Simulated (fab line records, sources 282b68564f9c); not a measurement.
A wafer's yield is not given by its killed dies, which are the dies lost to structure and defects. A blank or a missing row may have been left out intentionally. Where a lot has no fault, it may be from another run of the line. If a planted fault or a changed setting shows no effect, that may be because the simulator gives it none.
2 desks, one fault | flow rit-cmos | every desk sees just its own numbers, and what lay behind them comes last

THE METROLOGY DESK
Means of the sampled wafers that have a number, per lot and without regard to the tool the lot ran on: this is what the gauges read. A lot is out of limits, marked OUT, if its mean lies more than 4 standard deviations from the usual mean; the brackets give that distance.
Columns: A = PRETRO_TW at RIT_PRETRO_TW_MEAS_10, usual 472.9
lot  | first seen here | A
L642 | day 2 12:49     | 471.7
L643 | day 2 16:44     | 472.6
L644 | day 2 18:53     | 473.2
L645 | day 3 01:10     | 472.7
L646 | day 3 05:37     | 476.1
L647 | day 3 10:48     | 472.8
L648 | day 3 15:43     | 475.2
L653 | day 4 19:26     | 475.4
L654 | day 4 23:51     | 471.9
L655 | day 5 04:10     | 473.5
L657 | day 5 13:44     | 448.9 (-11) OUT
L658 | day 5 18:03     | 473.0
L659 | day 6 01:45     | 447.2 (-12) OUT
L660 | day 6 06:13     | 470.9
L661 | day 6 09:04     | 450.3 (-10) OUT
This desk's result: L657, L659, L661 out of limits, first on L657 (PRETRO_TW at RIT_PRETRO_TW_MEAS_10), day 5 13:44. L642, L643, L644, L645, L646, L647, L648, L653, L654, L655, L658, L660 stayed within limits.

DESK OF THE TOOL OWNER: implanter-01
RIT_PRETRO_IMPLANT_08, tool's own readings: per-lot mean of the sampled wafers with a number, covering each lot this tool ran. A lot is out of limits, marked OUT, if its mean lies more than 4 standard deviations from the usual mean; the brackets give that distance.
Columns: A = beam-energy-keV at RIT_PRETRO_IMPLANT_08, usual 44.997
lot  | first seen here | A
L643 | day 2 16:25     | 44.981
L645 | day 3 00:50     | 44.985
L646 | day 3 05:19     | 44.994
L648 | day 3 15:25     | 45.002
L653 | day 4 19:07     | 45.001
L654 | day 4 23:34     | 45.002
L657 | day 5 13:26     | 32.693 (-99 or more) OUT
L659 | day 6 01:26     | 32.705 (-99 or more) OUT
L661 | day 6 08:46     | 32.679 (-99 or more) OUT
Finding of this desk: L657, L659, L661 out of limits; the first was L657 at day 5 13:26, on beam-energy-keV at RIT_PRETRO_IMPLANT_08. L643, L645, L646, L648, L653, L654 stayed within limits.

ALL TOGETHER
An alarm could have come from the tool owner's desk at day 5 13:26, on L657, L659, L661.
An alarm was possible from the metrology desk at day 5 13:44, on L657, L659, L661.
All the named lots went through RIT_PRETRO_IMPLANT_08 on implanter-01.

WHAT THE SIMULATOR HAD PUT IN
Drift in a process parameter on implanter-01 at RIT_PRETRO_IMPLANT_08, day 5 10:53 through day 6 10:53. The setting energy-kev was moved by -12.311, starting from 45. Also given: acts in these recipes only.
Struck lots among those shown: L657, L659, L661.
Fault start to first reading out of limits, in hours, per desk: tool owner, 3; metrology, 3.
